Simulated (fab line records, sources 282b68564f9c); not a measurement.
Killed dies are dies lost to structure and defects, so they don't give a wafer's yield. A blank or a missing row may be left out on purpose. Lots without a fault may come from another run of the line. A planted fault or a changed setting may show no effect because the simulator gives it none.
A struck lot beside a sound one | flow rit_cmos | 15 steps out of a route of 202
Sound: wafers L758.1, L758.3, L758.5. Struck: wafers L767.3, L767.4, L767.5. The cause comes at the end.
At each step with rows: each side's tool, then ch and its chambers, then its first start. Under that, the readings that differ: sound wafers | struck wafers | difference of the means | sigmas: that difference in standard deviations of wafers without a fault.
alike: readings whose means differ by less than 2 such deviations, and words and numbers that are the same on both sides. not compared: withheld readings, readings that some wafer has no value for, bounds like >300 that may hide the same value, and numbers for which the record gives no deviation and whose values overlap.
The two part at a step that has a row with sigmas, a row that says differs or no value, or rows on one side only. Numbers that don't overlap but have no deviation are shown without sigmas and don't part them. A reading that every wafer of one side lacks parts them only if that side has two wafers or more.

first, 4 steps without rows for these wafers: RIT_NLDD_SOFTBAKE_02 (time 60 s); RIT_NLDD_EXPOSE_03 (exposes mask M7, target cd 40700 nm); RIT_NLDD_PEB_04; RIT_NLDD_DEVELOP_05 (develop time 50 s).
RIT_NLDD_OVL_MEAS_06:
  sound on overlay-02, day 4 00:19; struck on overlay-02, day 6 04:30
  alike: NLDD_OVL
then, 2 steps without rows for these wafers: RIT_NLDD_HARDBAKE_07 (time 60 s); RIT_NLDD_IMPLANT_08.
RIT_NLDD_STRIP_09: strips in O2, time 180 s.
  sound on plasma_asher-03 ch 1, day 4 00:39; struck on plasma_asher-02 ch 0,1, day 6 05:01
  alike: drypump_motor_current_A
  not compared: rf_hours_counter_h
RIT_NLDD_TW_MEAS_10:
  sound on film_metro-04, day 4 00:49; struck on film_metro-02, day 6 05:10
  alike: NLDD_TW
then, 3 steps without rows for these wafers: RIT_PLDD_HMDS_00 (prime time 60 s); RIT_PLDD_COAT_01 (resist thk 1000 nm); RIT_PLDD_SOFTBAKE_02 (time 60 s).
RIT_PLDD_EXPOSE_03: exposes mask M8, target cd 40900 nm.
  sound on iline_stepper-01 ch 0, day 4 01:28; struck on iline_stepper-02 ch 0, day 6 05:54
  reading               | sound                | struck                  | difference | sigmas
  mask                  | M8#0 M8#0 M8#0       | M8_R1#0 M8_R1#0 M8_R1#0 | differs    |
  stage_vel_mm_s (mm/s) | 500.57 500.28 500.19 | 499.65 499.37 499.32    | -0.90      | -3
then, 1 step without rows for these wafers: RIT_PLDD_PEB_04.
RIT_M1_PROBE_99:
  the record has rows for the struck wafers here (prober-02, day 6 21:52) and none for the sound ones

WHERE THEY PART
First at RIT_PLDD_EXPOSE_03; last, within this record, at RIT_M1_PROBE_99.

WHY: what the simulator had put in
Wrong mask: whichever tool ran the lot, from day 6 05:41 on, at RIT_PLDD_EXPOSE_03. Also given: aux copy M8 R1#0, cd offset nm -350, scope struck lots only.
